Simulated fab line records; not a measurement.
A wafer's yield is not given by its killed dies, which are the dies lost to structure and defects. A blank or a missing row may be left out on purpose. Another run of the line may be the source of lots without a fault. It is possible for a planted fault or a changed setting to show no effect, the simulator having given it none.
Tool commonality check / flow rit_cmos / 13 lots, 39 wafers sampled

== REASON IT WAS OPENED ==
Flagged at RIT_GATE_CD_MEAS_16: reading cd_nm, on 1 of 13 lots. Wafers without a fault read 150.6 nm, standard deviation 1.9.
Rule: a lot gets a flag if all its wafers with a number sit over 4 standard deviations from that mean, or if no wafer of it has a number. All remaining lots are regarded as sound.

lot=L162; measured=day 2 15:35; on=cd_sem-02; cd_nm (nm), wafer by wafer=148.4 148.7 149.0; flag=
lot=L167; measured=day 3 19:37; on=cd_sem-02; cd_nm (nm), wafer by wafer=150.8 148.8 147.5; flag=
lot=L166; measured=day 3 19:53; on=cd_sem-01; cd_nm (nm), wafer by wafer=150.6 151.8 150.1; flag=
lot=L168; measured=day 3 21:04; on=cd_sem-02; cd_nm (nm), wafer by wafer=150.6 151.2 148.2; flag=
lot=L169; measured=day 4 05:59; on=cd_sem-01; cd_nm (nm), wafer by wafer=127.2 128.9 126.1; flag=FLAGGED
lot=L170; measured=day 4 10:23; on=cd_sem-01; cd_nm (nm), wafer by wafer=146.8 147.3 148.8; flag=
lot=L178; measured=day 5 22:18; on=cd_sem-01; cd_nm (nm), wafer by wafer=149.4 148.6 149.9; flag=
lot=L179; measured=day 6 02:57; on=cd_sem-01; cd_nm (nm), wafer by wafer=149.3 149.1 148.7; flag=
lot=L180; measured=day 6 13:01; on=cd_sem-01; cd_nm (nm), wafer by wafer=149.7 149.8 149.0; flag=
lot=L181; measured=day 6 15:41; on=cd_sem-02; cd_nm (nm), wafer by wafer=150.7 149.7 150.5; flag=
lot=L182; measured=day 6 20:43; on=cd_sem-02; cd_nm (nm), wafer by wafer=153.1 151.2 151.4; flag=
lot=L184; measured=day 7 08:44; on=cd_sem-01; cd_nm (nm), wafer by wafer=152.8 150.3 152.8; flag=
lot=L185; measured=day 7 10:08; on=cd_sem-01; cd_nm (nm), wafer by wafer=152.6 150.9 150.2; flag=
The mean of the flagged lots' numbers is 127.4 nm, -23.2 nm from the usual (-12 standard deviations).

== WHICH TOOL EACH LOT WENT THROUGH ==
The record holds 1 process step before the reading, out of a route of 202 steps. Read each cell as the tool, then ch plus the chambers that the sampled wafers visited, then the start.
lot=L162; flag=; RIT_GATE_EXPOSE_13=iline_stepper-02 ch 0, day 2 15:10
lot=L167; flag=; RIT_GATE_EXPOSE_13=iline_stepper-02 ch 0, day 3 19:04
lot=L166; flag=; RIT_GATE_EXPOSE_13=iline_stepper-02 ch 0, day 3 19:29
lot=L168; flag=; RIT_GATE_EXPOSE_13=iline_stepper-02 ch 0, day 3 20:40
lot=L169; flag=FLAGGED; RIT_GATE_EXPOSE_13=iline_stepper-02 ch 0, day 4 05:35
lot=L170; flag=; RIT_GATE_EXPOSE_13=iline_stepper-01 ch 0, day 4 09:46
lot=L178; flag=; RIT_GATE_EXPOSE_13=iline_stepper-01 ch 0, day 5 21:54
lot=L179; flag=; RIT_GATE_EXPOSE_13=iline_stepper-02 ch 0, day 6 02:33
lot=L180; flag=; RIT_GATE_EXPOSE_13=iline_stepper-02 ch 0, day 6 12:37
lot=L181; flag=; RIT_GATE_EXPOSE_13=iline_stepper-02 ch 0, day 6 15:16
lot=L182; flag=; RIT_GATE_EXPOSE_13=iline_stepper-01 ch 0, day 6 20:19
lot=L184; flag=; RIT_GATE_EXPOSE_13=iline_stepper-02 ch 0, day 7 08:20
lot=L185; flag=; RIT_GATE_EXPOSE_13=iline_stepper-02 ch 0, day 7 09:34
What these steps do:
- RIT_GATE_EXPOSE_13: exposes mask M6, target cd 150 nm.
- RIT_GATE_CD_MEAS_16: target cd 150 nm.

== FLAGGED AGAINST TOTAL, ONE TOOL AT A TIME (gauges that did the reading follow at the end) ==
step=RIT_GATE_EXPOSE_13; tool=iline_stepper-01; lots run=3; flagged=0; share of the flagged lots=none; sound lots run after its first flagged lot=-
step=RIT_GATE_EXPOSE_13; tool=iline_stepper-02; lots run=10; flagged=1; share of the flagged lots=all; sound lots run after its first flagged lot=5 (L179,L180,L181,L184,L185)
step=RIT_GATE_CD_MEAS_16; tool=cd_sem-01; lots run=8; flagged=1; share of the flagged lots=all; sound lots run after its first flagged lot=6 (L170,L178,L179,L180,L184,L185)
step=RIT_GATE_CD_MEAS_16; tool=cd_sem-02; lots run=5; flagged=0; share of the flagged lots=none; sound lots run after its first flagged lot=-

== WHAT IS ALLOWED BY THE TABLE ==
iline_stepper-02 at RIT_GATE_EXPOSE_13 and cd_sem-01 at RIT_GATE_CD_MEAS_16 are the 2 rows of the table that ran each flagged lot.
- iline_stepper-02 at RIT_GATE_EXPOSE_13: 1 of its 10 lots flagged. Sound lots ran on it after the first flagged one (L179, L180, L181, L184, L185), which a lasting fault on the whole tool wouldn't allow.
- cd_sem-01 at RIT_GATE_CD_MEAS_16: 1 of its 8 lots flagged. Sound lots ran on it after the first flagged one (L170, L178, L179, L180, L184, L185), which a lasting fault on the whole tool wouldn't allow.
Not one row of the table ran every flagged lot while running no sound lot after the first.

== WHAT HAD BEEN PUT IN BY THE SIMULATOR ==
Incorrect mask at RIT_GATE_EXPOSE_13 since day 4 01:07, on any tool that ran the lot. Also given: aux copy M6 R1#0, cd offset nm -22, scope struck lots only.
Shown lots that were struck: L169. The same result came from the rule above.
